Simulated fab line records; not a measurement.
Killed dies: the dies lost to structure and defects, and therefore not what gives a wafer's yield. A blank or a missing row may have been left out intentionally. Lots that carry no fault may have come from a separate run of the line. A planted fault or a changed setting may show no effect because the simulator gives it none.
Which tool did it? | flow berkeley_cmos170 | 6 lots (18 wafers sampled), 1 step of a 331-step route

WHAT THE GAUGES READ, wafer by wafer
UCB170_SCREENOX_THK_MEAS_02.
lot  | measured    | on            | SCREENOX_OXIDE_THK (nm)
L442 | day 5 03:31 | film_metro-04 | 14.65 14.50 14.53
L444 | day 5 14:17 | film_metro-02 | 14.76 14.77 14.77
L446 | day 6 04:28 | film_metro-04 | 13.97 13.82 13.78
L448 | day 6 21:33 | film_metro-04 | 13.90 14.25 14.28
L458 | day 9 12:11 | film_metro-02 | 14.43 14.35 14.25
L461 | day 9 22:01 | film_metro-02 | 13.90 14.05 13.88

EACH LOT AND THE TOOL THAT RAN IT (in order: tool; ch and the chambers of the sampled wafers; start)
The record holds no process step before these readings.

THE ANSWER, worked out from the rows above alone
Rule: the lots themselves supply what counts as usual. Put in order of their means at a reading, lots are off if they are a third of the lots or fewer, leave a main group of 4 or more, and stand apart from it by a gap of 3 or more times the standard deviation of the main group's means; of several such gaps the widest counts. The tables above print the reading to a certain number of digits; a main group whose means all agree to those digits is not used. A lot without any number at a reading at which 4 lots or more have one is off too. Any other lot the step has rows for is counted as sound.
None of the lots is off at any reading shown; this tells nothing.

WHAT THE SIMULATOR HAD PUT IN
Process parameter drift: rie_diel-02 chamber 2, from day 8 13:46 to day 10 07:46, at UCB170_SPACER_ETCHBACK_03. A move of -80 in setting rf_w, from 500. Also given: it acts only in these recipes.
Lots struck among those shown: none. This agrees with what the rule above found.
